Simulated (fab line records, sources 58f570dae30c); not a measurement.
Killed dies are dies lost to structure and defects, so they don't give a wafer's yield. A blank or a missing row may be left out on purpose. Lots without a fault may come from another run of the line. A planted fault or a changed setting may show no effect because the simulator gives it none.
Which tool did it? | flow berkeley_cmos170 | 7 lots, 21 wafers sampled, at 3 steps of a route of 331

WHAT THE GAUGES READ, wafer by wafer
UCB170_SDANNEAL_RS_MEAS_03: measures by four-point-probe.
lot  | measured     | on            | NSD_RS (ohm/sq)
L424 | day 8 05:57  | film_metro-04 | 37.16 37.16 37.19
L427 | day 8 21:49  | film_metro-01 | 37.28 37.32 37.26
L428 | day 9 04:56  | film_metro-02 | 33.08 33.13 33.00
L431 | day 10 08:49 | film_metro-04 | 33.07 32.98 32.91
L437 | day 11 08:20 | film_metro-01 | 37.25 37.28 37.27
L440 | day 11 16:31 | film_metro-04 | 37.12 37.07 37.26
L445 | day 12 22:50 | film_metro-02 | 37.21 37.21 37.25

WHICH TOOL RAN EACH LOT (tool, then ch and the chambers of the sampled wafers, then the start)
lot  | UCB170_NSD_IMPLANT_08           | UCB170_NSD_STRIP_09
L424 | implanter-03 ch 0, day 8 04:19  | plasma_asher-04 ch 0,1, day 8 04:28
L427 | implanter-03 ch 0, day 8 20:10  | plasma_asher-03 ch 0,1, day 8 20:19
L428 | implanter-03 ch 0, day 9 03:29  | plasma_asher-04 ch 0,1, day 9 03:38
L431 | implanter-03 ch 0, day 10 07:22 | plasma_asher-04 ch 0,1, day 10 07:30
L437 | implanter-02 ch 0, day 11 06:28 | plasma_asher-03 ch 0,1, day 11 06:37
L440 | implanter-02 ch 0, day 11 14:52 | plasma_asher-03 ch 0,1, day 11 14:59
L445 | implanter-01 ch 0, day 12 21:21 | plasma_asher-03 ch 0,1, day 12 21:30
- UCB170_NSD_IMPLANT_08
- UCB170_NSD_STRIP_09: strips in O2.

THE ANSWER, worked out from the rows above alone
Rule: what is usual is taken from the lots themselves. Put in order of their means at a reading, lots are off if they are a third of the lots or fewer, leave a main group of 4 or more, and stand apart from it by a gap of 3 or more times the standard deviation of the main group's means; of several such gaps the widest counts. A main group whose means are all the same, to the digits that the tables above print for the reading, isn't used. A lot without any number at a reading at which 4 lots or more have one is off too. The other lots that the step has rows for count as sound.
Off: L428, L431, at UCB170_SDANNEAL_RS_MEAS_03 (NSD_RS). The main group: mean 37.22 ohm/sq, standard deviation 0.053.
A tool fits if, at a process step before that reading, it ran every lot that is off, and no sound lot after the first of them. The gauges at UCB170_SDANNEAL_RS_MEAS_03 are tried like those tools. Can't be told from this: 2 tools fit, implanter-03 at UCB170_NSD_IMPLANT_08, plasma_asher-04 at UCB170_NSD_STRIP_09.

WHAT THE SIMULATOR HAD PUT IN
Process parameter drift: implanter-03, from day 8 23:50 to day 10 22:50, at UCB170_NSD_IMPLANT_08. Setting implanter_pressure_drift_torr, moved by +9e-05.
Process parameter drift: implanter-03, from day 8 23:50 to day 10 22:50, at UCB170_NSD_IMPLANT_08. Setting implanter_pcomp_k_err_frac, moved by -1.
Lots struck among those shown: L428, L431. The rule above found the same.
